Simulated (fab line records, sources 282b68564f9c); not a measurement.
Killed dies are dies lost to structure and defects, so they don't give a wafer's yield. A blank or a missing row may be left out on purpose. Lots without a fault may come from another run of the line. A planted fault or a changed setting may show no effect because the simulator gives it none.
Split-lot experiment | flow rit_cmos | 5 lots, 23 wafers read, on a route of 202 steps

THE SPLIT
At RIT_NSD_IMPLANT_08, the setting energy_kev was moved away from the recipe's 25 on 12 of the 23 wafers read, by -4.7% to +2.0%. The other wafers ran this setting at the recipe's value.

The reading is taken at the split's own step.

THE READING
implant.drp_nm (the simulator's own value, which no gauge read), in nm, at RIT_NSD_IMPLANT_08. The file gives no usual value for it.

wafer  | tool, chamber at the split | energy_kev as run | against the recipe | implant.drp_nm, nm | against lot-mates on the recipe
L074.1 | implanter-04, 0            | 25                | recipe             | 14.84              | -
L074.3 | implanter-04, 0            | 25                | recipe             | 14.84              | -
L074.2 | implanter-04, 0            | 25.51             | +2.0%              | 15.02              | +0.18
L074.4 | implanter-04, 0            | 25.51             | +2.0%              | 15.02              | +0.18
L074.5 | implanter-04, 0            | 25.51             | +2.0%              | 15.02              | +0.18
L082.2 | implanter-04, 0            | 25                | recipe             | 14.84              | -
L082.4 | implanter-04, 0            | 25                | recipe             | 14.84              | -
L082.5 | implanter-04, 0            | 25                | recipe             | 14.84              | -
L083.1 | implanter-03, 0            | 23.91             | -4.4%              | 14.44              | -0.40
L083.3 | implanter-03, 0            | 23.91             | -4.4%              | 14.44              | -0.40
L083.5 | implanter-03, 0            | 23.91             | -4.4%              | 14.44              | -0.40
L083.4 | implanter-03, 0            | 25                | recipe             | 14.84              | -
L083.6 | implanter-03, 0            | 25                | recipe             | 14.84              | -
L084.2 | implanter-04, 0            | 23.83             | -4.7%              | 14.41              | -0.43
L084.5 | implanter-04, 0            | 23.83             | -4.7%              | 14.41              | -0.43
L084.6 | implanter-04, 0            | 23.83             | -4.7%              | 14.41              | -0.43
L084.3 | implanter-04, 0            | 25                | recipe             | 14.84              | -
L084.4 | implanter-04, 0            | 25                | recipe             | 14.84              | -
L085.1 | implanter-02, 0            | 25                | recipe             | 14.84              | -
L085.2 | implanter-02, 0            | 25                | recipe             | 14.84              | -
L085.3 | implanter-02, 0            | 24.01             | -4.0%              | 14.48              | -0.36
L085.4 | implanter-02, 0            | 24.01             | -4.0%              | 14.48              | -0.36
L085.6 | implanter-02, 0            | 24.01             | -4.0%              | 14.48              | -0.36

THE FIT
A straight line over all 23 wafers: implant.drp_nm changes by +0.0911 nm for each +1% of energy_kev; r = +1.00; the points scatter about the line by 0.0023 nm.
The same after taking each lot's own level away (the mean of its wafers on the recipe; 23 wafers): +0.0911 nm for each +1%; r = +1.00; scatter 0.0023 nm.
On that fit, the largest move of energy_kev shifts the reading by 0.43 nm.
The lots' own levels span 14.840 to 14.840 nm.
So the lot-to-lot level changes the slope little: the two slopes agree.
Check: with one of the wafers moved furthest among these (-4.7%) left out of the fit, the line predicts -0.427 nm for it against its lot-mates. It came out at -0.43 nm against them.

OTHER SPLITS ON THESE WAFERS
These wafers also went through other splits before the reading. Each is held against what the fit with the lots' levels taken away leaves over:
other split on the same wafers   | wafers away from the commonest value | r with implant.drp_nm (lot level and that fit taken away)
RIT_FOX1_OXIDATION_00 ox_time_s  | 18                                   | -0.51
RIT_NWELL_COAT_01 resist_thk_nm  | 6                                    | -0.08
RIT_NRETRO_SOFTBAKE_02 temp_c    | 9                                    | +0.19
RIT_NRETRO_IMPLANT_08 energy_kev | 5                                    | +0.39
RIT_GATE_OXIDATION_05 ox_time_s  | 18                                   | -0.14
RIT_GATE_EXPOSE_13 dose_mj       | 8                                    | -0.17
RIT_PLDD_IMPLANT_08 dose_cm2     | 9                                    | -0.03
RIT_PLDD_STRIP_09 o2_flow_sccm   | 8                                    | -0.07
RIT_NSD_COAT_01 spin_rpm         | 10                                   | +0.06

THE WHOLE CHAIN: every reading that the file lists as answering this split, in the file's order
step               | what it does | reading                                                         | change (the file's fit)                | r (the file's)
RIT_NSD_IMPLANT_08 |              | implant.rp_nm (the simulator's own value, which no gauge read)  | +0.218 nm for each +1% of the setting  | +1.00
RIT_NSD_IMPLANT_08 |              | implant.drp_nm (the simulator's own value, which no gauge read) | +0.0902 nm for each +1% of the setting | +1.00

THE FILE'S OWN FIT
implant.drp_nm changes by +0.0902 nm for each +1% of energy_kev, r = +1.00.
